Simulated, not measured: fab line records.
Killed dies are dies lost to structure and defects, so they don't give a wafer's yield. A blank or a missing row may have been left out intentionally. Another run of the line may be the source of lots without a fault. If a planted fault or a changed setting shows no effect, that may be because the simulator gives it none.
Problem report, 8D (eight disciplines) form, completed by code :: flow berkeley-cmos170 :: the parts of the form that need people (team, actions taken, sign-off) are left out

## 1. PROBLEM STATEMENT
Wafers without a fault read 2999.6 rpm, standard deviation 2; spin-speed-rpm at UCB170_CONTACT_COAT_09 reads a mean of 2883.4 rpm on 9 wafers belonging to 3 lots. Measured from the usual mean, that is -58 standard deviations.
Earliest sighting: wafer L743.1 on litho-track-02 at day 10 05:23. At this step, 45 wafers from 15 lots have a number in the record. Rule for "out", or "out of limits": more than 4 standard deviations from the usual mean. The other wafers with a number count as sound.

## 2. WHAT IT IS AND WHAT IT IS NOT
question: which readings at this step
is: spin-speed-rpm
is not: -

question: which lots
is: L740, L741, L743
is not: L734, L735, L738, L739, L744, L749, L751, L752, L753, L755, L756, L757

question: which wafers of those lots
is: all that have a number
is not: -

question: read on which tools
is: litho-track-02
is not: litho-track-03, litho-track-04

question: when
is: from day 10 05:23
is not: up to then (12 sound wafers); but 24 sound wafers of L744, L749, L751, L752, L753, L755, L756, L757 came after

## 3. THE SUSPECTS, EACH WITH WHAT RULES IT OUT
Counting: a tool stays on the suspect list if, at a process step up to the reading, it processed all lots that are out and no sound lot following the first of them.
- litho-track-02 at UCB170_CONTACT_COAT_09: kept. All lots that are out passed through it, beginning with L743 at day 10 05:23, and no sound lot followed; its final sound lot before that point was L738 at day 9 09:55. On those wafers its own readings are out: spin-speed-rpm.
After counting, what remains is litho-track-02 at UCB170_CONTACT_COAT_09.

## 4. THE CAUSE (what the simulator had put in)
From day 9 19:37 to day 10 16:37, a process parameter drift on litho-track-02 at UCB170_CONTACT_COAT_09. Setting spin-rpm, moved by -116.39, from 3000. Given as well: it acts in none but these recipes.
This tool alone remained once counting was done.

## 5. SEQUENCE OF EFFECTS, ordered by route
Each row: a reading where the mean over the struck wafers with a number is more than 3 standard deviations away from the usual. Only readings for which the record gives a usual standard deviation are gone through. hours: the time from each lot's start at the first step in this table that gives one to its start at this step, as a median over the lots. sigmas: the change in usual standard deviations.
hours: 0
step: UCB170_CONTACT_COAT_09
reading: spin-speed-rpm
usual: 2999.6 rpm
on struck wafers: 2883.4
change: -116.2
sigmas: -58
The process steps in it:
- UCB170_CONTACT_COAT_09

## 6. WHAT WOULD HAVE CAUGHT IT SOONER
10 hours passed between the start of the fault at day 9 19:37 and the first reading out of limits in this record, taken at day 10 05:23.
